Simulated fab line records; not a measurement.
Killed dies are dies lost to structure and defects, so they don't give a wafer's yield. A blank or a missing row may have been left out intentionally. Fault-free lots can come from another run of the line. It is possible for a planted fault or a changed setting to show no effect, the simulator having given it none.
Lot-split experiment ; flow rit_cmos ; 23 wafers read across 5 lots, on a route 202 steps long

ON THE SPLIT
At RIT_PLDD_SOFTBAKE_02 (time 60 s), the setting temp_c was moved away from the recipe's 90 C on 9 of the 23 wafers read, by +1.1% to +3.8%. The other wafers ran this setting at the recipe's value.

Reading taken at the split's own step.

THE READING
NOVOLAK_of_PLDD_COAT_01.thk_nm (the simulator's own value, which no gauge read), in nm, at RIT_PLDD_SOFTBAKE_02 (time 60 s). No usual value for it is given in the file. Here, 14 wafers ran the recipe; their average is 997.8 nm with a standard deviation of 3.4 nm.

wafer;tool, chamber at the split;temp_c as run, C;against the recipe;NOVOLAK_of_PLDD_COAT_01.thk_nm, nm;against lot-mates on the recipe
L074.1;litho_track-03, 0;90;recipe;999.6;-
L074.2;litho_track-03, 0;93.4;+3.8%;987;-12.2
L074.3;litho_track-03, 0;90;recipe;998.7;-
L074.5;litho_track-03, 0;93.4;+3.8%;988.7;-10.5
L074.6;litho_track-03, 0;93.4;+3.8%;988;-11.2
L075.2;litho_track-03, 0;92.75;+3.1%;989.4;-8.1
L075.3;litho_track-03, 0;90;recipe;996.7;-
L075.4;litho_track-03, 0;92.75;+3.1%;989.1;-8.4
L075.5;litho_track-03, 0;92.75;+3.1%;990.2;-7.3
L075.6;litho_track-03, 0;90;recipe;998.3;-
L076.1;litho_track-04, 0;90;recipe;994.4;-
L076.2;litho_track-04, 0;90;recipe;993.8;-
L076.4;litho_track-04, 0;90;recipe;995.9;-
L076.5;litho_track-04, 0;90;recipe;995.4;-
L076.6;litho_track-04, 0;90;recipe;995;-
L078.1;litho_track-03, 0;90;recipe;1006;-
L078.4;litho_track-03, 0;90;recipe;1002;-
L078.5;litho_track-03, 0;90;recipe;1002;-
L084.1;litho_track-04, 0;90;recipe;997.3;-
L084.2;litho_track-04, 0;91.01;+1.1%;992.9;-2.9
L084.4;litho_track-04, 0;91.01;+1.1%;995.2;-0.6
L084.5;litho_track-04, 0;91.01;+1.1%;994.4;-1.4
L084.6;litho_track-04, 0;90;recipe;994.4;-

FIT RESULTS
A straight line over all 23 wafers: NOVOLAK_of_PLDD_COAT_01.thk_nm changes by -2.66 nm for each +1% of temp_c; r = -0.82; the points scatter about the line by 2.9 nm.
The same after taking each lot's own level away (the mean of its wafers on the recipe; 23 wafers): -2.83 nm for each +1%; r = -0.96; scatter 1.2 nm.
The reading moves by 11 nm for the largest change in temp_c, on that fit.
The lots' own levels span 994.90 to 1003.33 nm, that is 2.5 times the standard deviation above.
Consequently the slope shifts little with the lot-to-lot level, the two slopes agreeing.
Check: -10.1 nm against its lot-mates is what the line predicts for one of the wafers moved furthest among these (+3.8%) when that wafer is left out of the fit. It came out at -12.2 nm against them.

OTHER SPLITS APPLIED TO THESE WAFERS
Note: prior to the reading, these wafers also went through further splits. Each is held against what the fit with the lots' levels taken away leaves over:
other split on the same wafers;wafers away from the commonest value;r with NOVOLAK_of_PLDD_COAT_01.thk_nm (lot level and that fit taken away)
RIT_ACTIVE_EXPOSE_08 dose_mj;5;-0.18
RIT_FOX2_OXIDATION_00 ox_time_s;15;+0.29
RIT_PRETRO_COAT_01 resist_thk_nm;7;-0.07
RIT_GATE_CVD_08 pressure_mtorr;10;+0.28
RIT_GATE_EXPOSE_13 dose_mj;6;+0.21
RIT_GATE_ETCH_19 rf_w;7;-0.10
RIT_NLDD_IMPLANT_08 energy_kev;5;-0.14

THE FILE'S OWN FIT
NOVOLAK_of_PLDD_COAT_01.thk_nm changes by -2.75 nm for each +1% of temp_c, r = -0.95.
